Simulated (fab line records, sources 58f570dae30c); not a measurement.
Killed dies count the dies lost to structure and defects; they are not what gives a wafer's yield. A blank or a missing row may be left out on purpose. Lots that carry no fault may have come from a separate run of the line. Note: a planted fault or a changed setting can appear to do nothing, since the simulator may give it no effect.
fab line records + flow berkeley_cmos170
record:
- lots: 15
- wafers: 45
- last_day: 11
route steps=331 shown GATE@142 SPACER@171 NSD@190 SILICIDE@211
lots with no fault: from the same line, run without faults
start_h: hours from the record's opening day to when the first of the lot's shown wafers began + wait_h: how many hours have passed since the lot's step before this one + " as in the row above + L1.1+2: a single row standing in for several wafers + - value missing, or start not given + * or withheld: withheld + < > ~ a bound
route shown NAME@n: NAME is a module with steps in the file, n the number in the route of the first one + usual: the fault-free wafers' mean and standard deviation + same: alike in all rows + chamber/n: place in a boat + sites: each site's reading + _std_site: the values' standard deviation + _edge_site: inner sites' mean taken away from outer sites' mean + radius_mm: how far each site lies from the wafer's centre + mask NAME#n: copy n + behind: the tool/chamber that last shaped the wafer + hold: cause of the lot's hold/its duration in hours/its outcome + device: the transistor (n, p or np) that didn't switch + end of line: at the end of the route, the tests of the same wafers + a step without rows: its recipe alone + killed: count of dies lost to structure and defects at first sort (not the wafer's yield) + map: a wafer's dies, x killed, . not, _ none there
set.NAME: the setting as run; set.NAME@STEP: as run at that earlier step + model.NAME: the simulator's own value behind a step, which no gauge read
the route's steps for a sample of lots (tables are steps, rows are wafers)
services: the hour from which a tool's chamber was out of use, counted from the record's first day as start_h (under 0 if before that day), plus the number of hours and why
== steps ==
step: UCB170_GATE_STRIP_16
recipe:
- chemistry: O2
- power_w: 400
- pressure_mtorr: 3500
- platen_temp_c: withheld
- o2_flow_sccm: 400
- overash_fraction: 0.5
usual:
- drypump_motor_current_A: 5.3/0.38
- oes_product_au: 0.724/0.0046
same:
- overash_fraction: 0.5
| lot.wafer | tool            | chamber | start_h | wait_h | drypump_motor_current_A | oes_product_au | rf_hours_counter_h |
|-----------|-----------------|---------|---------|--------|-------------------------|----------------|--------------------|
| L350.1    | plasma_asher-03 | 0       | 121.35  | 0.0    | 5.4                     | 0.722          | 42                 |
| L350.2    | "               | 1       | "       | "      | 5.3                     | 0.728          | 42                 |
| L350.3    | "               | 1       | "       | "      | 5.3                     | 0.723          | -                  |
| L351.2    | plasma_asher-01 | 1       | 125.26  | 0.0    | 5.9                     | 0.725          | 1                  |
| L351.4    | "               | 1       | "       | "      | 5.9                     | 0.721          | -                  |
| L351.6    | "               | 1       | "       | "      | 5.9                     | 0.720          | -                  |
| L353.3    | plasma_asher-04 | 0       | 125.54  | 0.1    | 4.7                     | 0.726          | -                  |
| L353.4    | "               | 1       | "       | "      | 5.5                     | 0.720          | -                  |
| L353.6    | "               | 0       | "       | "      | 4.7                     | 0.730          | -                  |
| L356.4    | plasma_asher-04 | 0       | 149.86  | 0.1    | 4.7                     | 0.720          | -                  |
| L356.5    | "               | 1       | "       | "      | 5.5                     | 0.730          | -                  |
| L356.6    | "               | 0       | "       | "      | 4.7                     | 0.731          | -                  |
| L354.1    | plasma_asher-01 | 0       | 150.12  | 0.0    | 5.2                     | 0.730          | 4                  |
| L354.3    | "               | 0       | "       | "      | 5.2                     | 0.729          | -                  |
| L354.4    | "               | 1       | "       | "      | 5.9                     | 0.722          | -                  |
| L358.1    | plasma_asher-03 | 1       | 165.25  | 0.0    | 5.3                     | 0.720          | 46                 |
| L358.2    | "               | 0       | "       | "      | 5.4                     | 0.727          | 46                 |
| L358.3    | "               | 0       | "       | "      | 5.4                     | 0.717          | -                  |
| L360.1    | plasma_asher-04 | 1       | 178.88  | 0.0    | 5.5                     | 0.731          | 42                 |
| L360.4    | "               | 0       | "       | "      | 4.7                     | 0.730          | -                  |
| L360.5    | "               | 0       | "       | "      | 4.7                     | 0.715          | -                  |
| L361.2    | plasma_asher-01 | 1       | 179.29  | 0.0    | 5.9                     | 0.717          | 6                  |
| L361.5    | "               | 1       | "       | "      | 5.9                     | 0.733          | -                  |
| L361.6    | "               | 0       | "       | "      | 5.3                     | 0.733          | -                  |
| L363.2    | plasma_asher-04 | 0       | 188.38  | 0.0    | 4.7                     | 0.716          | 43                 |
| L363.4    | "               | 0       | "       | "      | 4.7                     | 0.724          | -                  |
| L363.6    | "               | 0       | "       | "      | 4.7                     | 0.723          | -                  |
| L365.1    | plasma_asher-01 | 1       | 200.10  | 0.0    | 5.9                     | 0.718          | 9                  |
| L365.2    | "               | 0       | "       | "      | 5.2                     | 0.716          | 9                  |
| L365.5    | "               | 1       | "       | "      | 5.9                     | 0.722          | -                  |
| L367.1    | plasma_asher-01 | 0       | 207.49  | 0.0    | 5.2                     | 0.727          | 9                  |
| L367.3    | "               | 0       | "       | "      | 5.2                     | 0.722          | -                  |
| L367.4    | "               | 1       | "       | "      | 5.9                     | 0.724          | -                  |
| L368.1    | plasma_asher-01 | 1       | 207.76  | 0.0    | 5.9                     | 0.730          | 10                 |
| L368.3    | "               | 1       | "       | "      | 5.9                     | 0.730          | -                  |
| L368.6    | "               | 1       | "       | "      | 5.9                     | 0.728          | -                  |
| L369.1    | plasma_asher-01 | 0       | 221.08  | 0.0    | 5.2                     | 0.730          | 11                 |
| L369.4    | "               | 0       | "       | "      | 5.2                     | 0.725          | -                  |
| L369.6    | "               | 0       | "       | "      | 5.2                     | 0.726          | -                  |
| L370.3    | plasma_asher-04 | 1       | 221.21  | 0.1    | 5.5                     | 0.720          | -                  |
| L370.5    | "               | 0       | "       | "      | 4.7                     | 0.722          | -                  |
| L370.6    | "               | 1       | "       | "      | 5.5                     | 0.728          | -                  |
| L372.2    | plasma_asher-03 | 1       | 231.46  | 0.0    | 5.2                     | 0.715          | 52                 |
| L372.3    | "               | 0       | "       | "      | 5.4                     | 0.732          | -                  |
| L372.4    | "               | 1       | "       | "      | 5.2                     | 0.726          | -                  |
step: UCB170_SPACER_CVD_00
recipe:
- material: SiO2
- target_thk_nm: 376
- temp_c: 390
- precursor: TEOS/O2
- time_s: 47
- rf_w: 550
- pressure_mtorr: 9000
usual:
- heater_power_w: 260/57
- rf_fwd_power_W: 543.9/2.5
| lot.wafer | tool     | chamber | start_h | wait_h | heater_power_w | rf_fwd_power_W | since_wet_clean_h |
|-----------|----------|---------|---------|--------|----------------|----------------|-------------------|
| L350.1    | pecvd-01 | 2       | 126.95  | 0.0    | 269            | 543.0          | 205               |
| L350.2    | "        | 0       | "       | "      | 267            | 545.4          | 205               |
| L350.3    | "        | 1       | "       | "      | 215            | 543.8          | 205               |
| L351.2    | pecvd-03 | 1       | 132.31  | 0.0    | 260            | 542.4          | 318               |
| L351.4    | "        | 2       | "       | "      | 222            | 540.5          | -                 |
| L351.6    | "        | 1       | "       | "      | 275            | 542.7          | -                 |
| L353.3    | pecvd-01 | 0       | 132.79  | 0.0    | 214            | 546.1          | 211               |
| L353.4    | "        | 0       | "       | "      | 223            | 543.7          | -                 |
| L353.6    | "        | 2       | "       | "      | 209            | 545.5          | -                 |
| L356.4    | pecvd-02 | 0       | 153.55  | 0.0    | 340            | 545.1          | -                 |
| L356.5    | "        | 1       | "       | "      | 275            | 546.2          | -                 |
| L356.6    | "        | 2       | "       | "      | 257            | 550.9          | -                 |
| L354.1    | pecvd-01 | 0       | 153.99  | 0.0    | 260            | 544.1          | 232               |
| L354.3    | "        | 2       | "       | "      | 272            | 545.3          | 232               |
| L354.4    | "        | 2       | "       | "      | 189            | 544.9          | -                 |
| L358.1    | pecvd-02 | 0       | 169.33  | 0.0    | 334            | 547.4          | 19                |
| L358.2    | "        | 2       | "       | "      | 267            | 544.5          | 19                |
| L358.3    | "        | 1       | "       | "      | 350            | 546.3          | 19                |
| L360.1    | pecvd-01 | 1       | 184.17  | 0.0    | 233            | 544.5          | 263               |
| L360.4    | "        | 2       | "       | "      | 185            | 545.5          | -                 |
| L360.5    | "        | 1       | "       | "      | 245            | 546.6          | -                 |
| L361.2    | pecvd-02 | 0       | 184.52  | 0.0    | 306            | 543.8          | 35                |
| L361.5    | "        | 0       | "       | "      | 319            | 544.9          | -                 |
| L361.6    | "        | 1       | "       | "      | 380            | 544.5          | -                 |
| L363.2    | pecvd-01 | 2       | 193.02  | 0.0    | 229            | 544.0          | 272               |
| L363.4    | "        | 1       | "       | "      | 251            | 541.4          | -                 |
| L363.6    | "        | 0       | "       | "      | 204            | 546.6          | -                 |
| L365.1    | pecvd-02 | 2       | 207.80  | 0.0    | 290            | 540.6          | 58                |
| L365.2    | "        | 0       | "       | "      | 351            | 545.7          | 58                |
| L365.5    | "        | 0       | "       | "      | 244            | 544.4          | -                 |
| L367.1    | pecvd-01 | 2       | 212.10  | 0.0    | 264            | 544.2          | 291               |
| L367.3    | "        | 0       | "       | "      | 273            | 545.5          | 291               |
| L367.4    | "        | 0       | "       | "      | 282            | 545.8          | -                 |
| L368.1    | pecvd-03 | 0       | 212.37  | 0.0    | 225            | 542.6          | 398               |
| L368.3    | "        | 2       | "       | "      | 148            | 538.4          | 398               |
| L368.6    | "        | 2       | "       | "      | 166            | 541.4          | -                 |
| L369.1    | pecvd-01 | 0       | 225.98  | 0.0    | 289            | 547.1          | 304               |
| L369.4    | "        | 0       | "       | "      | 202            | 546.3          | -                 |
| L369.6    | "        | 2       | "       | "      | 223            | 542.2          | -                 |
| L370.3    | pecvd-03 | 2       | 226.24  | 0.0    | 221            | 543.7          | 412               |
| L370.5    | "        | 1       | "       | "      | 270            | 543.2          | -                 |
| L370.6    | "        | 2       | "       | "      | 223            | 539.1          | -                 |
| L372.2    | pecvd-03 | 2       | 236.36  | 0.0    | 145            | 540.2          | 422               |
| L372.3    | "        | 0       | "       | "      | 197            | 542.9          | 422               |
| L372.4    | "        | 2       | "       | "      | 158            | 539.7          | -                 |
step: UCB170_NSD_EXPOSE_03
recipe:
- mask_id: NSELECT_MOD
- na: 0.5
- sigma_outer: 0.6
- source_shape: conventional
- target_cd_nm: 1200
- dose_mj: 30
| lot.wafer  | tool           | chamber | start_h | wait_h | mask          |
|------------|----------------|---------|---------|--------|---------------|
| L350.1+2+3 | krf_scanner-02 | 0       | 135.24  | 0.1    | NSELECT_MOD#0 |
| L351.2+4+6 | krf_scanner-02 | 0       | 140.12  | 0.2    | NSELECT_MOD#0 |
| L353.3+4+6 | krf_scanner-01 | 0       | 140.50  | 0.4    | NSELECT_MOD#0 |
| L356.4+5+6 | krf_scanner-01 | 0       | 162.32  | 0.1    | NSELECT_MOD#0 |
| L354.1+3+4 | krf_scanner-01 | 0       | 162.55  | 0.1    | NSELECT_MOD#0 |
| L358.1+2+3 | krf_scanner-01 | 0       | 176.72  | 0.2    | NSELECT_MOD#0 |
| L360.1+4+5 | krf_scanner-02 | 0       | 192.56  | 0.1    | NSELECT_MOD#0 |
| L361.2+5+6 | krf_scanner-02 | 0       | 193.03  | 0.1    | NSELECT_MOD#0 |
| L363.2+4+6 | krf_scanner-02 | 0       | 199.06  | 0.1    | NSELECT_MOD#0 |
| L365.1+2+5 | krf_scanner-02 | 0       | 214.73  | 0.3    | NSELECT_MOD#0 |
| L368.1+3+6 | krf_scanner-01 | 0       | 220.56  | 0.1    | NSELECT_MOD#0 |
| L367.1+3+4 | krf_scanner-02 | 0       | 220.88  | 0.2    | NSELECT_MOD#0 |
| L369.1+4+6 | krf_scanner-01 | 0       | 233.20  | 0.2    | NSELECT_MOD#0 |
| L370.3+5+6 | krf_scanner-01 | 0       | 233.47  | 0.5    | NSELECT_MOD#0 |
| L372.2+3+4 | krf_scanner-01 | 0       | 242.61  | 0.1    | NSELECT_MOD#0 |
step: UCB170_NSD_OVL_MEAS_07
usual:
- NSD_OVL: -2/6.4
| lot.wafer | tool       | chamber | start_h | wait_h | NSD_OVL[nm] |
|-----------|------------|---------|---------|--------|-------------|
| L350.1    | overlay-01 | -       | 135.75  | 0.1    | 0           |
| L350.2    | "          | -       | "       | "      | -5          |
| L350.3    | "          | -       | "       | "      | 4           |
| L351.2    | overlay-01 | -       | 140.62  | 0.1    | -9          |
| L351.4    | "          | -       | "       | "      | -5          |
| L351.6    | "          | -       | "       | "      | -2          |
| L353.3    | overlay-01 | -       | 140.98  | 0.1    | -3          |
| L353.4    | "          | -       | "       | "      | -4          |
| L353.6    | "          | -       | "       | "      | 4           |
| L356.4    | overlay-01 | -       | 163.55  | 0.1    | -5          |
| L356.5    | "          | -       | "       | "      | -2          |
| L356.6    | "          | -       | "       | "      | 1           |
| L354.1    | overlay-01 | -       | 163.67  | 0.1    | -1          |
| L354.3    | "          | -       | "       | "      | -2          |
| L354.4    | "          | -       | "       | "      | 9           |
| L358.1    | overlay-02 | -       | 177.23  | 0.1    | 4           |
| L358.2    | "          | -       | "       | "      | -2          |
| L358.3    | "          | -       | "       | "      | -1          |
| L360.1    | overlay-01 | -       | 193.07  | 0.1    | 3           |
| L360.4    | "          | -       | "       | "      | 0           |
| L360.5    | "          | -       | "       | "      | 3           |
| L361.2    | overlay-02 | -       | 193.53  | 0.1    | -2          |
| L361.5    | "          | -       | "       | "      | -21         |
| L361.6    | "          | -       | "       | "      | -5          |
| L363.2    | overlay-01 | -       | 199.89  | 0.1    | -170        |
| L363.4    | "          | -       | "       | "      | -171        |
| L363.6    | "          | -       | "       | "      | -169        |
| L365.1    | overlay-02 | -       | 215.25  | 0.1    | -159        |
| L365.2    | "          | -       | "       | "      | -169        |
| L365.5    | "          | -       | "       | "      | -163        |
| L368.1    | overlay-02 | -       | 221.17  | 0.1    | -1          |
| L368.3    | "          | -       | "       | "      | 6           |
| L368.6    | "          | -       | "       | "      | -9          |
| L367.1    | overlay-01 | -       | 221.53  | 0.1    | -162        |
| L367.3    | "          | -       | "       | "      | -167        |
| L367.4    | "          | -       | "       | "      | -158        |
| L369.1    | overlay-01 | -       | 233.74  | 0.1    | 5           |
| L369.4    | "          | -       | "       | "      | -14         |
| L369.6    | "          | -       | "       | "      | -7          |
| L370.3    | overlay-01 | -       | 234.03  | 0.1    | 0           |
| L370.5    | "          | -       | "       | "      | 1           |
| L370.6    | "          | -       | "       | "      | -4          |
| L372.2    | overlay-01 | -       | 243.44  | 0.1    | 2           |
| L372.3    | "          | -       | "       | "      | 14          |
| L372.4    | "          | -       | "       | "      | 4           |
step: UCB170_SILICIDE_SPUTTER_01
recipe:
- material: Ti
- target_thk_nm: 30
- time_s: 25
- power_w: 1500
- chamber_pressure_pa: 0.5
usual:
- chamber_pressure_pa: 0.5000/0.00092
- throttle_valve_pct: 30.1/0.87
| lot.wafer | tool           | chamber | start_h | wait_h | chamber_pressure_pa | throttle_valve_pct |
|-----------|----------------|---------|---------|--------|---------------------|--------------------|
| L350.1    | pvd_sputter-04 | -       | 137.67  | 0.0    | 0.4997              | 29.2               |
| L350.2    | "              | -       | "       | "      | 0.4992              | 31.4               |
| L350.3    | "              | -       | "       | "      | 0.5009              | 29.0               |
| L351.2    | pvd_sputter-04 | -       | 142.65  | 0.0    | 0.5015              | 29.1               |
| L351.4    | "              | -       | "       | "      | 0.4993              | 29.6               |
| L351.6    | "              | -       | "       | "      | 0.4996              | 29.6               |
| L353.3    | pvd_sputter-02 | -       | 142.89  | 0.0    | 0.4991              | 31.1               |
| L353.4    | "              | -       | "       | "      | 0.5018              | 30.2               |
| L353.6    | "              | -       | "       | "      | 0.4988              | 31.0               |
| L356.4    | pvd_sputter-04 | -       | 165.67  | 0.0    | 0.4999              | 29.4               |
| L356.5    | "              | -       | "       | "      | 0.5007              | 29.6               |
| L356.6    | "              | -       | "       | "      | 0.4999              | 29.3               |
| L354.1    | pvd_sputter-01 | -       | 165.84  | 0.0    | 0.5001              | 31.1               |
| L354.3    | "              | -       | "       | "      | 0.5001              | 30.4               |
| L354.4    | "              | -       | "       | "      | 0.4999              | 30.3               |
| L358.1    | pvd_sputter-04 | -       | 179.15  | 0.0    | 0.5000              | 31.6               |
| L358.2    | "              | -       | "       | "      | 0.4998              | 29.0               |
| L358.3    | "              | -       | "       | "      | 0.5000              | 29.2               |
| L360.1    | pvd_sputter-02 | -       | 195.24  | 0.0    | 0.4988              | 30.7               |
| L360.4    | "              | -       | "       | "      | 0.5002              | 31.1               |
| L360.5    | "              | -       | "       | "      | 0.5002              | 30.9               |
| L361.2    | pvd_sputter-04 | -       | 196.14  | 0.0    | 0.4990              | 31.5               |
| L361.5    | "              | -       | "       | "      | 0.5006              | 29.0               |
| L361.6    | "              | -       | "       | "      | 0.4989              | 31.6               |
| L363.2    | pvd_sputter-02 | -       | 205.02  | 0.0    | 0.5000              | 30.8               |
| L363.4    | "              | -       | "       | "      | 0.4995              | 30.2               |
| L363.6    | "              | -       | "       | "      | 0.4998              | 31.2               |
| L365.1    | pvd_sputter-02 | -       | 217.23  | 0.0    | 0.4996              | 30.2               |
| L365.2    | "              | -       | "       | "      | 0.5012              | 31.4               |
| L365.5    | "              | -       | "       | "      | 0.5001              | 30.3               |
| L368.1    | pvd_sputter-02 | -       | 223.48  | 0.0    | 0.5008              | 30.2               |
| L368.3    | "              | -       | "       | "      | 0.5005              | 29.6               |
| L368.6    | "              | -       | "       | "      | 0.4992              | 29.3               |
| L367.1    | pvd_sputter-04 | -       | 223.93  | 0.0    | 0.5028              | 29.4               |
| L367.3    | "              | -       | "       | "      | 0.5012              | 29.0               |
| L367.4    | "              | -       | "       | "      | 0.4990              | 29.6               |
| L369.1    | pvd_sputter-01 | -       | 236.19  | 0.0    | 0.4997              | 31.2               |
| L369.4    | "              | -       | "       | "      | 0.4997              | 30.5               |
| L369.6    | "              | -       | "       | "      | 0.5005              | 30.2               |
| L370.3    | pvd_sputter-02 | -       | 236.27  | 0.0    | 0.5005              | 30.9               |
| L370.5    | "              | -       | "       | "      | 0.5010              | 30.8               |
| L370.6    | "              | -       | "       | "      | 0.5008              | 29.7               |
| L372.2    | pvd_sputter-02 | -       | 245.37  | 0.0    | 0.4997              | 29.4               |
| L372.3    | "              | -       | "       | "      | 0.5000              | 30.7               |
| L372.4    | "              | -       | "       | "      | 0.5003              | 30.4               |
== services ==
| tool            | chamber | start_h | hours | kind   |
|-----------------|---------|---------|-------|--------|
| pecvd-01        | 1       | 104.00  | 6.2   | repair |
| krf_scanner-01  | -       | 105.94  | 0.8   | pm     |
| plasma_asher-01 | -       | 108.81  | 9.0   | pm     |
| krf_scanner-01  | -       | 124.92  | 4.0   | pm     |
| krf_scanner-02  | -       | 125.51  | 3.4   | repair |
| krf_scanner-02  | -       | 131.72  | 1.3   | pm     |
| pecvd-02        | -       | 135.40  | 0.5   | repair |
| pecvd-02        | -       | 135.93  | 14.0  | pm     |
| krf_scanner-02  | -       | 138.45  | 0.8   | pm     |
| pecvd-03        | -       | 140.26  | 0.9   | repair |
| pecvd-02        | -       | 140.71  | 1.1   | repair |
| pecvd-03        | 1       | 162.70  | 6.2   | repair |
| plasma_asher-01 | -       | 169.14  | 2.3   | repair |
| krf_scanner-02  | -       | 179.53  | 1.8   | repair |
| krf_scanner-01  | -       | 190.64  | 4.4   | pm     |
| krf_scanner-02  | -       | 205.30  | 0.8   | pm     |
| krf_scanner-01  | -       | 212.05  | 1.3   | pm     |
| pecvd-03        | -       | 212.50  | 0.8   | repair |
| plasma_asher-04 | -       | 231.83  | 1.4   | repair |
| krf_scanner-02  | -       | 232.31  | 1.0   | pm     |
| krf_scanner-01  | -       | 235.09  | 0.2   | repair |
| krf_scanner-01  | -       | 236.18  | 1.0   | pm     |
| krf_scanner-01  | -       | 239.16  | 0.8   | pm     |
| pecvd-03        | -       | 242.50  | 14.0  | pm     |
== key ==
first_sign:
- step: UCB170_NSD_OVL_MEAS_07
- reading: NSD_OVL
- direction: down
- sigmas: 25
- usual: -2
- struck: -165
effect none on later readings
met_at UCB170_NSD_EXPOSE_03
struck_lots L363,L365,L367
rows_end L363.2,L363.4,L363.6,L365.1,L365.2,L365.5
tester_left_out L367
loop_trim:
- step: UCB170_M3_EXPOSE_12
- setting: dose
- lots: L367
not_acting_at UCB170_GATE_STRIP_16,UCB170_SPACER_CVD_00,UCB170_SILICIDE_SPUTTER_01
onset_between 193.03 199.06
fault:
- kind: scanner_matching_overlay
- tool: krf_scanner-02
- chamber: -
- onset_h: 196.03
- steps: UCB170_NSD_EXPOSE_03
- offset: -160
tester_left_out: of these lots the tester's yield and bins aren't shown, on N5 and GAA mostly nor the transistor test; their killed dies are dies lost to structure and defects alone, not to doping, threshold or leakage, so they don't give the yield
rows_end: these wafers met a further fault down the route, and their rows from its step on are left out
loop_trim: a control loop set the setting to another value than it would have without faults
